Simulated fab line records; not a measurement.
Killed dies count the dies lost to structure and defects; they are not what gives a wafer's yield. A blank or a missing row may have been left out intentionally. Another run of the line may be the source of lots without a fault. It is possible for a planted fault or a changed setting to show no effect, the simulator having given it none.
What tool caused it? || flow ritCmos || 7 lots with 21 wafers sampled at 2 steps, on a route of 202 steps

== WHAT THE GAUGES READ, wafer by wafer ==
RIT_PWELL_OVL_MEAS_06.
{"lot": "L210", "measured": "day 2 05:08", "on": "overlay-01", "PWELL_OVL (nm)": "-1.8 -1.8 -0.8"}
{"lot": "L214", "measured": "day 3 00:20", "on": "overlay-01", "PWELL_OVL (nm)": "-1.2 -0.5 0.0"}
{"lot": "L216", "measured": "day 3 12:55", "on": "overlay-02", "PWELL_OVL (nm)": "-0.9 -0.6 -0.6"}
{"lot": "L222", "measured": "day 4 22:13", "on": "overlay-02", "PWELL_OVL (nm)": "-1.7 -1.8 -1.2"}
{"lot": "L225", "measured": "day 5 11:11", "on": "overlay-02", "PWELL_OVL (nm)": "-0.9 -0.6 -2.3"}
{"lot": "L226", "measured": "day 5 20:11", "on": "overlay-01", "PWELL_OVL (nm)": "-1.5 -1.7 -0.1"}
{"lot": "L232", "measured": "day 6 17:17", "on": "overlay-01", "PWELL_OVL (nm)": "-1.0 0.0 0.5"}

== WHICH TOOL RAN EACH LOT (tool, then ch and the chambers of the sampled wafers, then the start) ==
{"lot": "L210", "RIT_ACTIVE_COAT_06": "lithoTrack-02 ch 0, day 1 19:54"}
{"lot": "L214", "RIT_ACTIVE_COAT_06": "lithoTrack-02 ch 0, day 2 15:38"}
{"lot": "L216", "RIT_ACTIVE_COAT_06": "lithoTrack-03 ch 0, day 3 01:24"}
{"lot": "L222", "RIT_ACTIVE_COAT_06": "lithoTrack-04 ch 0, day 4 06:46"}
{"lot": "L225", "RIT_ACTIVE_COAT_06": "lithoTrack-04 ch 0, day 4 21:44"}
{"lot": "L226", "RIT_ACTIVE_COAT_06": "lithoTrack-04 ch 0, day 5 07:55"}
{"lot": "L232", "RIT_ACTIVE_COAT_06": "lithoTrack-03 ch 0, day 6 08:49"}
- RIT_ACTIVE_COAT_06: resist thk 995 nm.

== THE ANSWER, worked out from the rows above alone ==
Rule: usual is defined by the lots themselves. Put in order of their means at a reading, lots are off if they are a third of the lots or fewer, leave a main group of 4 or more, and stand apart from it by a gap of 3 or more times the standard deviation of the main group's means; of several such gaps the widest counts. A main group is skipped when, at the precision printed for the reading in the tables above, its means are all equal. A lot without any number at a reading at which 4 lots or more have one is off too. The other lots that the step has rows for count as sound.
No lot is off on any of the readings shown, so nothing can be concluded from this.

== WHAT HAD BEEN PUT IN BY THE SIMULATOR ==
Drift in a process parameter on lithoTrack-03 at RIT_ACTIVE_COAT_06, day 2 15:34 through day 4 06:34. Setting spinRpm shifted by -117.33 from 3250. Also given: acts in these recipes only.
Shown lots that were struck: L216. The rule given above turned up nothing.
